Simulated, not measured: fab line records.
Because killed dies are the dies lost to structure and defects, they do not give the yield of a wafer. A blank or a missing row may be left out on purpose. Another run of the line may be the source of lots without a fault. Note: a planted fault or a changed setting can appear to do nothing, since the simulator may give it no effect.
Which tool is to blame?    flow rit cmos    42 wafers from 14 lots sampled at 3 of the route's 202 steps

== WHAT THE GAUGES READ, wafer by wafer ==
RIT_NSD_TW_MEAS_10.
lot   measured     on             NSD_TW
L214  day 3 03:47  film metro-02  3108 3098 3104
L216  day 3 15:52  film metro-02  3135 3115 3104
L217  day 3 18:45  film metro-02  3112 3108 3115
L218  day 3 22:26  film metro-02  3109 3111 3121
L219  day 4 02:38  film metro-01  3116 3106 3104
L220  day 4 06:53  film metro-01  3089 3101 3108
L221  day 4 10:55  film metro-02  3115 3124 3105
L224  day 5 06:36  film metro-02  3114 3115 3123
L225  day 5 08:39  film metro-01  3129 3138 3102
L230  day 6 11:26  film metro-02  2880 2897 2892
L231  day 6 14:29  film metro-01  2889 2891 2891
L233  day 7 01:04  film metro-02  3136 3144 3128
L236  day 7 20:20  film metro-04  3099 3087 3094
L237  day 8 00:34  film metro-02  3137 3137 3133

RIT_SDANNEAL_RS_MEAS_05: measurement is done with a four-point probe.
lot   measured     on             NSD_RS (ohm/sq)
L214  day 3 05:56  film metro-01  84.2 84.0 84.0
L216  day 3 17:54  film metro-01  83.9 84.3 84.0
L217  day 3 20:46  film metro-02  84.4 84.6 84.3
L218  day 4 00:33  film metro-01  84.1 84.0 84.0
L219  day 4 04:40  film metro-02  84.0 84.4 84.3
L220  day 4 09:18  film metro-01  84.2 84.0 84.0
L221  day 4 13:14  film metro-04  84.9 84.7 84.7
L224  day 5 08:45  film metro-02  84.6 84.3 84.6
L225  day 5 10:52  film metro-04  84.3 84.4 84.3
L230  day 6 13:32  film metro-01  111.6 111.8 111.9
L231  day 6 16:38  film metro-01  110.6 111.3 111.0
L233  day 7 03:10  film metro-02  84.0 83.8 84.1
L236  day 7 22:40  film metro-01  84.0 84.3 84.4
L237  day 8 03:05  film metro-02  84.4 84.4 84.7

== TOOL THAT RAN EACH LOT (tool first, then ch and the chambers of the sampled wafers, then the start) ==
lot   RIT_NSD_IMPLANT_08
L214  implanter-01 ch 0, day 3 03:28
L216  implanter-01 ch 0, day 3 15:33
L217  implanter-04 ch 0, day 3 18:25
L218  implanter-04 ch 0, day 3 22:06
L219  implanter-01 ch 0, day 4 02:19
L220  implanter-04 ch 0, day 4 06:34
L221  implanter-03 ch 0, day 4 10:35
L224  implanter-03 ch 0, day 5 06:17
L225  implanter-04 ch 0, day 5 08:20
L230  implanter-03 ch 0, day 6 11:07
L231  implanter-03 ch 0, day 6 14:10
L233  implanter-01 ch 0, day 7 00:47
L236  implanter-04 ch 0, day 7 20:03
L237  implanter-04 ch 0, day 8 00:16
- RIT_NSD_IMPLANT_08

== WHAT THE TOOLS THEMSELVES READ (means of the sampled wafers that have a number; where no wafer has one, the mark that the record gives instead) ==
RIT_NSD_IMPLANT_08.
lot   tool          dose ions cm2  faraday current uA
L214  implanter-01  1.001e+15      3181
L216  implanter-01  9.999e+14      3179
L217  implanter-04  1.000e+15      3120
L218  implanter-04  9.997e+14      3150
L219  implanter-01  9.989e+14      3181
L220  implanter-04  9.991e+14      3099
L221  implanter-03  9.988e+14      3092
L224  implanter-03  1.001e+15      3140
L225  implanter-04  9.998e+14      3093
L230  implanter-03  7.039e+14      2199
L231  implanter-03  7.035e+14      2221
L233  implanter-01  9.990e+14      3164
L236  implanter-04  1.000e+15      3137
L237  implanter-04  9.994e+14      3177

== THE ANSWER, worked out from the rows above alone ==
Rule: usual is defined by the lots themselves. Put in order of their means at a reading, lots are off if they are a third of the lots or fewer, leave a main group of 4 or more, and stand apart from it by a gap of 3 or more times the standard deviation of the main group's means; of several such gaps the widest counts. Not used: any main group whose means are identical at the precision the tables above print for the reading. Also off: a lot with no number at a reading for which 4 or more lots have one. The other lots that the step has rows for count as sound. After the gauges, taken in route order, come the tools' own readings; for these a lot's mean is taken, as printed above. The first step at which some lot is off is used, and at that step the reading that is off furthest; a lot without a number counts as furthest.
Off: L230, L231, seen at RIT_NSD_TW_MEAS_10 (NSD_TW). For the main group the mean is 3115 and the standard deviation 12.
If a tool, at a process step before that reading, ran all the lots that are off and no sound lot after the first of them, it fits. Not tried: the gauges at RIT_NSD_TW_MEAS_10; whatever is off there is also off at RIT_NSD_IMPLANT_08, on other tools, and gauge error can't account for it. One candidate fits, namely implanter-03 at RIT_NSD_IMPLANT_08. A fault onset in the window from L224 (day 5 06:17, its last sound lot) to L230 (day 6 11:07, its first lot off) fits.
The tool's own readings at RIT_NSD_IMPLANT_08 bear it out: on the lots that are off they differ by more than 5 times the standard deviation of the sound lots' means. dose ions cm2 reads 7.037e+14 there against 9.997e+14 on the sound lots; faraday current uA reads 2210 there against 3143 on the sound lots.

== WHAT WAS PUT IN BY THE SIMULATOR ==
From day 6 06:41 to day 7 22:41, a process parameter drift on implanter-03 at RIT_NSD_IMPLANT_08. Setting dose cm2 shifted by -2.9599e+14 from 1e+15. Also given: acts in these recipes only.
Shown lots that were struck: L230, L231. The rule given above showed the same thing.
